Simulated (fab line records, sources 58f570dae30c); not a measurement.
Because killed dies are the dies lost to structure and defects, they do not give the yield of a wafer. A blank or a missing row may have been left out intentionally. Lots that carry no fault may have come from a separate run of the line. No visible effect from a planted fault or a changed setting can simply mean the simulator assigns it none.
Comparing a struck lot with a sound one ; flow berkeley_cmos170 ; 14 steps out of a route of 331
Sound: these wafers, L728.2, L728.3, L728.4. The struck wafers were L720.1, L720.2, L720.4. The cause is given at the end.
Per side, at each step with rows, come the tool, then ch with its chambers, and then its first start. Under that, the readings that differ: sound wafers ; struck wafers ; difference of the means ; sigmas: that difference in standard deviations of wafers without a fault.
alike: words and numbers the same on both sides, and readings whose means are apart by under 2 such deviations; not compared: readings that were withheld, readings missing a value for some wafer, numbers with overlapping values and no deviation given by the record, and bounds like >300 which may hide the same value.
The two part at a step that has a row with sigmas, a row that says differs or no value, or rows on one side only. Non-overlapping numbers with no deviation appear without sigmas and do not part them. Lack of a reading on every wafer of one side parts them only where that side has two or more wafers.

UCB170_START_BOW_MEAS_00:
  struck on film_metro-04, day 4 03:00; sound on film_metro-04, day 5 19:01
  alike: INCOMING_BOW
then, 2 steps without rows for these wafers: UCB170_START_CLEAN_01 (cleans in dHF, time 60 s); UCB170_START_OXIDATION_02 (target thk 20 nm, ox time 1800 s).
UCB170_START_THK_MEAS_03:
  struck on film_metro-01, day 4 05:45; sound on film_metro-01, day 5 23:53
  alike: START_OXIDE_THK
then, 7 steps without rows for these wafers: UCB170_START_ANNEAL_04 (time 1200 s); UCB170_ZERO_HMDS_00 (prime time 60 s); UCB170_ZERO_COAT_01 (resist thk 900 nm); UCB170_ZERO_SOFTBAKE_02 (time 60 s); UCB170_ZERO_EXPOSE_03 (exposes mask PM MARKS, target cd 4000 nm); UCB170_ZERO_PEB_04; UCB170_ZERO_DEVELOP_05 (develop time 45 s).
UCB170_ZERO_ETCH_06: etches SiO2 in CHF3/CF4/Ar, time 12 s.
  sound on rie_diel-02 ch 0,1,2, day 6 06:26; struck on rie_diel-02 ch 0,2,3, day 4 13:18
  no value came back on the struck wafers for any of 7 readings (CHF3_flow_sccm (sccm), cf4_flow_sccm (sccm) and others); on the sound wafers CHF3_flow_sccm (sccm) reads 49.78 50.08 49.99
UCB170_ZERO_STRIP_07: strips in O2.
  sound on plasma_asher-02 ch 0,1, day 6 06:28; struck on plasma_asher-01 ch 0,1, day 4 13:19
reading;sound;struck;difference;sigmas
oes_product_au (a.u.);0.726 0.722 0.728;0.741 0.726 0.738;+0.010;+2
  alike: drypump_motor_current_A, strip_time_to_endpoint_s
  not compared: rf_hours_counter_h
-- the record jumps here: 7 days lie between the struck wafers' starts before and after (it left off in module ZERO and takes up again in module M3, whose first step shown is number 331 of the route) --
UCB170_M3_PROBE_99:
  record: rows for the struck wafers here (prober-01, day 11 15:41), none for the sound ones

## WHERE THEY PART
Earliest at UCB170_ZERO_ETCH_06; latest, in this record, at UCB170_M3_PROBE_99.

WHY: what had been put in by the simulator
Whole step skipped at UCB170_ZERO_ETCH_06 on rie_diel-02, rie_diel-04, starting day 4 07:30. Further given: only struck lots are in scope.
